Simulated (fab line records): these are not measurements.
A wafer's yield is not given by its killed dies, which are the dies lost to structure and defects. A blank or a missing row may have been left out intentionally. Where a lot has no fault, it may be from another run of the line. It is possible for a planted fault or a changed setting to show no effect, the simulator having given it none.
2 desks looking at one fault | flow berkeley cmos170 | what lay behind the numbers comes last; until then each desk has only its own

== THE METROLOGY DESK ==
What the gauges read for every lot (on any tool): the sampled wafers with a number, averaged. Marked OUT: a lot whose mean sits more than 4 standard deviations from the usual mean, which makes it out of limits; the brackets give that distance.
Columns: A = NVT_TW at UCB170_NVT_TW_MEAS_09, usual 523; B = cd nm at UCB170_CONTACT_CD_MEAS_90, usual 700.5 nm; C = cd nm at UCB170_V1_CD_MEAS_12, usual 700.1 nm
lot  | first seen here | A              | B     | C
L379 | day 6 11:06     | 518            | 701.4 | 698.7
L380 | day 6 21:06     | 516            | 700.7 | 699.0
L382 | day 6 21:18     | 523            | 703.1 | 701.1
L381 | day 6 21:27     | 517            | 699.6 | 700.0
L383 | day 7 07:59     | 518            | 699.3 | 700.0
L384 | day 8 03:50     | 523            | 700.4 | 699.1
L392 | day 9 18:54     | 550 (+7.0) OUT | 703.9 | 699.4
L393 | day 9 19:08     | 559 (+9.4) OUT | 700.5 | 700.4
L397 | day 10 22:48    | 524            | 699.0 | 698.4
L395 | day 10 22:53    | 557 (+8.9) OUT | 701.0 | 699.8
L398 | day 11 11:00    | 530            | 700.8 | 700.1
L400 | day 11 11:33    | 526            | 702.2 | 699.8
L402 | day 12 03:22    | 526            | 700.6 | 700.4
Per this desk, out of limits: L392, L393, L395; the first was L392, day 9 18:54 (NVT_TW at UCB170_NVT_TW_MEAS_09). L379, L380, L382, L381, L383, L384, L397, L398, L400, L402 stayed within limits.

== THE TOOL OWNER'S DESK: implanter-02 ==
The tool's own readings at UCB170_NVT_IMPLANT_07: means of the sampled wafers that have a number, for each lot that ran on this tool. Marked OUT: a lot whose mean sits more than 4 standard deviations from the usual mean, which makes it out of limits; the brackets give that distance.
Columns: A = beam on s at UCB170_NVT_IMPLANT_07, usual 10.02 s; B = end station pressure torr at UCB170_NVT_IMPLANT_07, usual 4.97e-06 Torr; C = faraday current uA at UCB170_NVT_IMPLANT_07, usual 9.50
lot  | first seen here | A               | B                          | C
L383 | day 7 07:44     | 10.10           | 4.94e-06                   | 9.43
L392 | day 9 18:39     | 12.33 (+12) OUT | 9.92e-05 (+99 or more) OUT | 7.80 (-9.4) OUT
L393 | day 9 18:54     | 12.31 (+11) OUT | 9.63e-05 (+99 or more) OUT | 7.80 (-9.4) OUT
L395 | day 10 22:40    | 12.09 (+10) OUT | 9.52e-05 (+99 or more) OUT | 7.96 (-8.6) OUT
Finding of this desk: L392, L393, L395 out of limits; the first was L392 at day 9 18:39, on beam on s at UCB170_NVT_IMPLANT_07. L383 stayed within limits.

== ALL TOGETHER ==
The tool owner's desk had the chance to raise an alarm at day 9 18:39 on L392, L393, L395.
An alarm was possible from the metrology desk at day 9 18:54, on L392, L393, L395.
The lots listed all ran UCB170_NVT_IMPLANT_07 on implanter-02.

== WHAT THE SIMULATOR PUT IN ==
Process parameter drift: implanter-02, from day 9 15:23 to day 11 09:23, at UCB170_NVT_IMPLANT_07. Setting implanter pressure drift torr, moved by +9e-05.
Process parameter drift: implanter-02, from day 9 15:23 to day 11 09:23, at UCB170_NVT_IMPLANT_07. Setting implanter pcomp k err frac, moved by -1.
Shown lots that were struck: L392, L393, L395.
Delay (hours) between the fault's onset and each desk's first out-of-limits reading: 3 at the tool owner's desk, 4 at the metrology desk.
